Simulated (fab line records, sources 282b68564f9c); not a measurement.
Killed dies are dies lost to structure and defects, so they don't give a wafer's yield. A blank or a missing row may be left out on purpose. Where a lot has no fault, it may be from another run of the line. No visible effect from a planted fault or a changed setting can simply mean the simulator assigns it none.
Lot-split experiment :: flow rit_cmos :: 8 wafers read from 2 lots, route of 202 steps

THE SPLIT
At RIT_FOX2_WET_ETCH_03 (etches Si3N4 in H3PO4, target depth 195 nm, time 2700 s), the setting time_s was moved away from the recipe's 2700 s on 5 of the 8 wafers read, by +8.9%. The other wafers ran this setting at the recipe's value.

FROM THE SPLIT TO THE READING: what the file shows between them, 24 steps
- RIT_NWELL_IMPLANT_08 (also split here: energy_kev)
- RIT_NRETRO_COAT_01: resist thk 1300 nm (also split here: resist_thk_nm)
- RIT_NRETRO_SOFTBAKE_02: time 60 s
- RIT_NRETRO_EXPOSE_03: exposes mask M4, target cd 43900 nm
- RIT_NRETRO_DEVELOP_05: develop time 68 s
- RIT_NRETRO_HARDBAKE_07: time 120 s
- RIT_PRETRO_COAT_01: resist thk 1300 nm (also split here: spin_rpm)
- RIT_PRETRO_SOFTBAKE_02: time 60 s (also split here: temp_c)
- RIT_PRETRO_EXPOSE_03: exposes mask M5, target cd 43700 nm
- RIT_PRETRO_PEB_04
- RIT_PRETRO_DEVELOP_05: develop time 68 s
- RIT_PRETRO_HARDBAKE_07: time 120 s
- RIT_GATE_CVD_08: deposits poly-Si from SiH4, target thk 250 nm, time 2220 s (also split here: temp_c)
- RIT_GATE_THK_MEAS_09
- RIT_GATE_COAT_11: resist thk 850 nm (also split here: spin_rpm)
- RIT_GATE_SOFTBAKE_12: time 60 s
- RIT_GATE_EXPOSE_13: exposes mask M6, target cd 150 nm
- RIT_GATE_PEB_14
- RIT_GATE_DEVELOP_15: develop time 50 s
- RIT_GATE_CD_MEAS_16: target cd 150 nm
- RIT_GATE_HARDBAKE_18: time 60 s
- RIT_GATE_ETCH_19: etches poly-Si in SF6/CHF3/O2, stops on SiO2, time 171.6 s, target depth 312.5 nm
- RIT_GATE_STRIP_20: strips in O2, time 180 s
- RIT_GATE_CD_MEAS_90: target cd 150 nm

THE READING
In nm, at RIT_M1_PROBE_99: etest.pplus_sal.width_nm, which is the simulator's own figure and was read by no gauge. No usual value for it is given in the file. The 3 wafers here that ran the recipe average 3463 nm, standard deviation 21 nm.

wafer: L079.1
tool, chamber at the split: -, -
time_s as run, s: 2940
against the recipe: +8.9%
etest.pplus_sal.width_nm, nm: 3367
against lot-mates on the recipe: no lot-mate on the recipe

wafer: L079.2
tool, chamber at the split: -, -
time_s as run, s: 2940
against the recipe: +8.9%
etest.pplus_sal.width_nm, nm: 3375
against lot-mates on the recipe: no lot-mate on the recipe

wafer: L079.3
tool, chamber at the split: -, -
time_s as run, s: 2940
against the recipe: +8.9%
etest.pplus_sal.width_nm, nm: 3375
against lot-mates on the recipe: no lot-mate on the recipe

wafer: L079.4
tool, chamber at the split: -, -
time_s as run, s: 2940
against the recipe: +8.9%
etest.pplus_sal.width_nm, nm: 3356
against lot-mates on the recipe: no lot-mate on the recipe

wafer: L079.5
tool, chamber at the split: -, -
time_s as run, s: 2940
against the recipe: +8.9%
etest.pplus_sal.width_nm, nm: 3362
against lot-mates on the recipe: no lot-mate on the recipe

wafer: L081.2
tool, chamber at the split: wet_bench-03, 1
time_s as run, s: 2700
against the recipe: recipe
etest.pplus_sal.width_nm, nm: 3485
against lot-mates on the recipe: -

wafer: L081.4
tool, chamber at the split: wet_bench-03, 1
time_s as run, s: 2700
against the recipe: recipe
etest.pplus_sal.width_nm, nm: 3435
against lot-mates on the recipe: -

wafer: L081.5
tool, chamber at the split: wet_bench-03, 1
time_s as run, s: 2700
against the recipe: recipe
etest.pplus_sal.width_nm, nm: 3470
against lot-mates on the recipe: -

THE FIT
A straight line over all 8 wafers: etest.pplus_sal.width_nm changes by -10.8 nm for each +1% of time_s; r = -0.96; the points scatter about the line by 16 nm.
Too few moved wafers with a lot-mate on the recipe to fit a line net of each lot's own level.

THE WHOLE CHAIN: every reading that the file lists as answering this split, in the file's order
step: RIT_M1_PROBE_99
what it does: 
reading: etest.pmos_turned.r_on_ohm_um (the simulator's own value, which no gauge read)
change (the file's fit): -57.5 for each +1% of the setting
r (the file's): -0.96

step: RIT_M1_PROBE_99
what it does: 
reading: etest.pmos_0p15.r_on_ohm_um (the simulator's own value, which no gauge read)
change (the file's fit): -46.6 for each +1% of the setting
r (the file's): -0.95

step: RIT_M1_PROBE_99
what it does: 
reading: etest.pplus_sal.width_nm (the simulator's own value, which no gauge read)
change (the file's fit): -10.8 nm for each +1% of the setting
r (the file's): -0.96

THE FILE'S OWN FIT
etest.pplus_sal.width_nm changes by -10.8 nm for each +1% of time_s, r = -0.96.
